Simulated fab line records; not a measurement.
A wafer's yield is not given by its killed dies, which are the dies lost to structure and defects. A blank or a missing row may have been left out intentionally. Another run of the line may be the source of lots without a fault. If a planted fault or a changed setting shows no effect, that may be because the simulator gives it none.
Comparing a struck lot with a sound one ; flow rit_cmos ; 19 steps out of a route of 202
Sound: wafers L394.1, L394.2, L394.4. Wafers L397.1, L397.4, L397.5 were the ones struck. Last of all comes the cause.
Each step with rows lists, per side, the tool, then ch with its chambers, then its first start. Under that, the readings that differ: sound wafers ; struck wafers ; difference of the means ; sigmas: that difference in standard deviations of wafers without a fault.
alike: same words and numbers on both sides, and readings whose means sit less than 2 such deviations apart. not compared: any withheld reading, any reading some wafer has no value for, any bound like >300 that may hide the same value, and any number with overlapping values for which the record gives no deviation.
Wherever a step has rows on one side only, a row that says differs or no value, or a row with sigmas, the two part there. When numbers do not overlap yet have no deviation, they are printed without sigmas and do not part them. A reading that every wafer of one side lacks parts them only if that side has two wafers or more.

RIT_SILICIDE_RS_MEAS_02: measurement is done with a four-point probe.
  sound: film_metro-01 at day 6 20:49; struck: film_metro-01 at day 7 05:17
  alike: SILICIDE_TI_RS
RIT_SILICIDE_THK_MEAS_03: measures by xrf.
  sound: film_metro-01 at day 6 20:56; struck: film_metro-01 at day 7 05:25
  alike: SILICIDE_TI_THK
RIT_SILICIDE_RTA_04: time 10 s, ramp up 5 s, ramp down 5 s.
  sound on rtp_anneal-01 ch 0, day 6 21:00; struck on rtp_anneal-01 ch 0, day 7 05:28
  alike: wafer_temp_C_max
then, 1 step without rows for these wafers: RIT_SILICIDE_WET_ETCH_05 (etches Ti in SPM, time 120 s).
RIT_SILICIDE_RTA_06: time 10 s, ramp up 5 s, ramp down 10 s.
  sound on rtp_anneal-02 ch 0, day 6 21:06; struck on rtp_anneal-01 ch 0, day 7 05:37
reading;sound;struck;difference;sigmas
wafer_temp_C_max;755.1 754.8 754.8;751.4 751.5 751.3;-3.5;-2
RIT_CONTACT_CVD_00: deposits SiO2 from TEOS, target thk 400 nm, time 63.55 s.
  sound on pecvd-02 ch 1,2, day 6 21:10; struck on pecvd-02 ch 0,1,2, day 7 05:41
  alike: heater_power_w
RIT_CONTACT_THK_MEAS_01:
  sound: film_metro-02 at day 6 21:13; struck: film_metro-03 at day 7 05:44
  alike: CONTACT_TEOS_THK
then, 5 steps without rows for these wafers: RIT_CONTACT_HMDS_02 (prime time 60 s); RIT_CONTACT_COAT_03 (resist thk 1000 nm); RIT_CONTACT_SOFTBAKE_04 (time 60 s); RIT_CONTACT_EXPOSE_05 (exposes mask M11, target cd 1000 nm); RIT_CONTACT_PEB_06.
RIT_CONTACT_DEVELOP_07: develop time 120 s.
  sound on litho_track-03 ch 0, day 6 22:00; struck on litho_track-03 ch 0, day 7 06:00
reading;sound;struck;difference;sigmas
developer_temp_C (C);23.17 23.12 23.07;25.56 25.48 25.65;+2.44;+22
  alike: chill_plate_temp_C
RIT_CONTACT_CD_MEAS_08 targets a cd of 1000 nm.
  sound: cd_sem-01 at day 6 22:22; struck: cd_sem-02 at day 7 07:05
reading;sound;struck;difference;sigmas
cd_nm (nm);994.7 993.3 997.2;985.8 987.1 988.2;-8.0;-3
RIT_CONTACT_OVL_MEAS_09:
  sound: overlay-02 at day 6 22:29; struck: overlay-01 at day 7 07:13
  alike: CONTACT_OVL
then, 1 step without rows for these wafers: RIT_CONTACT_HARDBAKE_10 (time 60 s).
RIT_CONTACT_ETCH_11: etches SiO2 in CHF3/CF4/Ar, stops on TiSi2, target depth 480 nm, time 320 s.
  sound on rie_diel-04 ch 0,2,3, day 6 22:41; struck on rie_diel-01 ch 0,3, day 7 07:52
reading;sound;struck;difference;sigmas
model.CONTACT.cd_nm (nm);994.6 993.3 997.1;985.9 987 987.8;-8.1;
  alike: drypump_motor_current_A, oes_product_au, throttle_valve_pct
  not compared: rf_hours_counter_h
RIT_CONTACT_STRIP_12: strips in O2, time 180 s.
  sound on plasma_asher-02 ch 0,1, day 6 22:52; struck on plasma_asher-02 ch 0,1, day 7 08:04
  alike: drypump_motor_current_A
  not compared: rf_hours_counter_h
RIT_M1_PROBE_99:
  sound: prober-02 at day 7 03:40; struck: prober-01 at day 7 12:54
reading;sound;struck;difference;sigmas
killed_at_M0_to_M3;1 0 0;0 0 0;+0;-2
killed_on_rim;1 1 2;1 6 5;+3;+2
model.etest.nmos_0p3.r_on_ohm_um;2176 2188 2174;2246 2236 2223;+56;
model.etest.nmos_turned.drive_ua_um;304.8 310.3 313.1;294.3 298.1 299.1;-12.2;
model.etest.nmos_0p15.drive_ua_um;462.5 466.6 465.2;446.6 447 444.6;-18.7;
model.etest.nmos_0p3.drive_ua_um;220.2 222.3 220.3;214.1 213.3 217.6;-5.9;
model.etest.contact_to_gate.bv_left_v (V);91.8 91.54 91.44;94.11 93.8 91.87;+1.67;
model.etest.retro_edge_nmos.off_log10_a_um;-9.762 -9.933 -10.03;-10.42 -10.33 -10.65;-0.56;
  alike: killed_at_contacts, killed_at_front_end, killed_dies, killed_open, killed_short
  not compared: model.etest.nmos_narrow.drive_ua_um, model.etest.contact_to_gate.bv_right_v

== WHERE THEY PART ==
At RIT_SILICIDE_RTA_06 first; at RIT_M1_PROBE_99 last (within this record only).

WHY: what had been put in by the simulator
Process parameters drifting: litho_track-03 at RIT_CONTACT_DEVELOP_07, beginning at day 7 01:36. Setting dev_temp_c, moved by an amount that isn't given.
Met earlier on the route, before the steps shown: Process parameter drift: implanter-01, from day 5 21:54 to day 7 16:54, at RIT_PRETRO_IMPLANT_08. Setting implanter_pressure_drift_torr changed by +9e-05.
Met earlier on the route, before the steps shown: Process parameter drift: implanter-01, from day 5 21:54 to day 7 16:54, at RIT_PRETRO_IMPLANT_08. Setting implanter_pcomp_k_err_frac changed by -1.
